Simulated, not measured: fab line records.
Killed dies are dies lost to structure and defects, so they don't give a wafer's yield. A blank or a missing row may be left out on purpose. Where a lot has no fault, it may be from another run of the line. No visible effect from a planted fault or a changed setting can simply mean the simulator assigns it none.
Split-lot study	flow ritCmos	23 wafers read across 5 lots, on a route 202 steps long

SPLIT DETAILS
At RIT_PWELL_IMPLANT_08, the setting doseCm2 was moved away from the recipe's 7e+13 on 7 of the 23 wafers read, by -4.5% to +4.3%. All remaining wafers had this setting at the recipe value.

FROM THE SPLIT TO THE READING: what the file shows between them, 2 steps
- RIT_PWELL_STRIP_09: strips in O2, time 180 s
- RIT_WELLDRIVE_ANNEAL_00: time 14700 s

THE READING
At RIT_WELLDRIVE_RS_MEAS_02, a four-point-probe measurement gives PWELL_RS in ohm/sq. Fault-free wafers of this fab line usually give 429.2 ohm/sq, standard deviation 1 ohm/sq.

wafer	tool, chamber at the split	doseCm2 as run	against the recipe	PWELL_RS, ohm/sq	against lot-mates on the recipe
L077.1	implanter-01, 0	7e+13	recipe	429.3	-
L077.2	implanter-01, 0	7.303e+13	+4.3%	418.5	-10.0
L077.3	implanter-01, 0	7e+13	recipe	427.9	-
L077.4	implanter-01, 0	7.303e+13	+4.3%	417.5	-11.0
L077.6	implanter-01, 0	7e+13	recipe	428.2	-
L079.1	implanter-01, 0	7e+13	recipe	430.0	-
L079.2	implanter-01, 0	7e+13	recipe	430.1	-
L079.4	implanter-01, 0	7e+13	recipe	430.3	-
L079.5	implanter-01, 0	7e+13	recipe	430.1	-
L079.6	implanter-01, 0	7e+13	recipe	431.1	-
L080.1	implanter-01, 0	7e+13	recipe	428.8	-
L080.4	implanter-01, 0	7e+13	recipe	430.1	-
L080.5	implanter-01, 0	7e+13	recipe	429.8	-
L081.1	implanter-01, 0	7e+13	recipe	428.2	-
L081.2	implanter-01, 0	7e+13	recipe	428.5	-
L081.4	implanter-01, 0	6.684e+13	-4.5%	440.2	+11.8
L081.5	implanter-01, 0	6.684e+13	-4.5%	440.7	+12.3
L081.6	implanter-01, 0	6.684e+13	-4.5%	441.2	+12.8
L085.1	implanter-02, 0	7e+13	recipe	430.3	-
L085.2	implanter-02, 0	6.867e+13	-1.9%	434.9	+4.8
L085.3	implanter-02, 0	7e+13	recipe	429.8	-
L085.5	implanter-02, 0	6.867e+13	-1.9%	436.1	+6.0
L085.6	implanter-02, 0	7e+13	recipe	430.2	-

FIT RESULTS
A straight line over all 23 wafers: PWELL_RS changes by -2.59 ohm/sq for each +1% of doseCm2; r = -0.99; the points scatter about the line by 0.93 ohm/sq.
The same after taking each lot's own level away (the mean of its wafers on the recipe; 23 wafers): -2.62 ohm/sq for each +1%; r = -1.00; scatter 0.56 ohm/sq.
Per that fit: largest doseCm2 move, reading shift of 12 ohm/sq.
Across the lots, their own levels run from 428.35 to 430.32 ohm/sq, a range of 2.0 times the standard deviation given above.
The two slopes agree, so the slope changes little with the lot-to-lot level.
Check: +12 ohm/sq against its lot-mates is what the line predicts for one of the wafers moved furthest among these (-4.5%) when that wafer is left out of the fit. Against them it came out at +11.8 ohm/sq.

OTHER SPLITS ON THESE WAFERS
Note: prior to the reading, these wafers also went through further splits. Each is held against what the fit with the lots' levels taken away leaves over:
other split on the same wafers	wafers away from the commonest value	r with PWELL_RS (lot level and that fit taken away)
RIT_ACTIVE_CVD_03 timeS	15	-0.18
RIT_ACTIVE_DEVELOP_10 developTimeS	5	+0.00
RIT_NWELL_SOFTBAKE_02 tempC	8	-0.12

THE FILE'S OWN FIT
PWELL_RS changes by -2.61 ohm/sq for each +1% of doseCm2, r = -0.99.
